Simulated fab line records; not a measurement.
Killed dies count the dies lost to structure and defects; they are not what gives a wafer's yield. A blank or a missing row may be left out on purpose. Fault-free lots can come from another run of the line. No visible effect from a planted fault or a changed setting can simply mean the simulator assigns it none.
Code-filled problem report in 8D (eight disciplines) form -- flow berkeley-cmos170 -- the parts of the form that need people (team, actions taken, sign-off) are left out

== 1. THE ISSUE ==
Mean GATE_OVL at UCB170_GATE_OVL_MEAS_13: 44 nm over 9 wafers in 3 lots; fault-free wafers: -1 nm, standard deviation 4.8. That is +9.5 standard deviations from the usual mean.
Earliest sighting: wafer L761.2 on overlay-02 at day 9 19:16. Wafers with a number at this step in the record: 42, from 14 lots. Rule for "out", or "out of limits": more than 4 standard deviations from the usual mean. Any other wafer with a number is counted as sound.

== 2. WHAT IT IS, WHAT IT ISN'T ==
question,is,is not
which readings at this step,GATE_OVL,-
which lots,"L761, L762, L763","L748, L749, L750, L751, L752, L754, L755, L759, L764, L766, L770"
which wafers of those lots,all that have a number,-
read on which gauges,"overlay-01, overlay-02",-
when,from day 9 19:16,"up to then (24 sound wafers); but 9 sound wafers of L764, L766, L770 came after"

== 3. THE SUSPECTS, EACH WITH WHAT RULES IT OUT ==
Counting: a tool at any process step up to the reading remains a suspect when it ran all the lots that are out and ran no sound lot after the first of those.
- the gauge at UCB170_GATE_OVL_MEAS_13 is ruled out. Those wafers that are out were read across 2 gauges (overlay-01, overlay-02).
- krf-scanner-01 at UCB170_GATE_EXPOSE_09 (exposes mask POLY, target cd 350 nm): kept. It processed each lot that is out, first L761 at day 9 18:32, and no sound lot thereafter; up to then, the last sound lot it processed was L755 at day 8 13:20.
The count leaves krf-scanner-01 at UCB170_GATE_EXPOSE_09.

== 4. THE CAUSE (what the simulator had put in) ==
Scanner matching overlay: krf-scanner-01, from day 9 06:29 on, at UCB170_GATE_EXPOSE_09. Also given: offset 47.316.
Only this tool survived the counting.

== 5. THE EFFECT CHAIN, in route order ==
Rows list readings where the struck wafers' mean (over those with a number) sits beyond 3 standard deviations from the usual. Readings are gone through only where the record gives a usual standard deviation; hours: the median, over the lots, of the time from a lot's start at the first step in this table giving one to that lot's start at this step; sigmas: the change measured in usual standard deviations.
hours,step,reading,usual,on struck wafers,change,sigmas
0,UCB170_GATE_OVL_MEAS_13,GATE_OVL,-1 nm,44,+45,+9.5
At these later measuring or inspecting steps, every struck wafer for which the step has a row has a number for every such reading, and none has moved that far: UCB170_PLDD_CD_MEAS_06.

== 6. HOW IT WOULD HAVE BEEN CAUGHT EARLIER ==
Counted from the fault's start at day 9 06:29, it took 13 hours until the first out-of-limits reading at a measuring or inspecting step in this record, taken at day 9 19:16.
Among the 3 lots that are out, L763 began UCB170_GATE_EXPOSE_09 on krf-scanner-01 after day 9 19:16. A tool hold placed at that time would have kept it from harm.
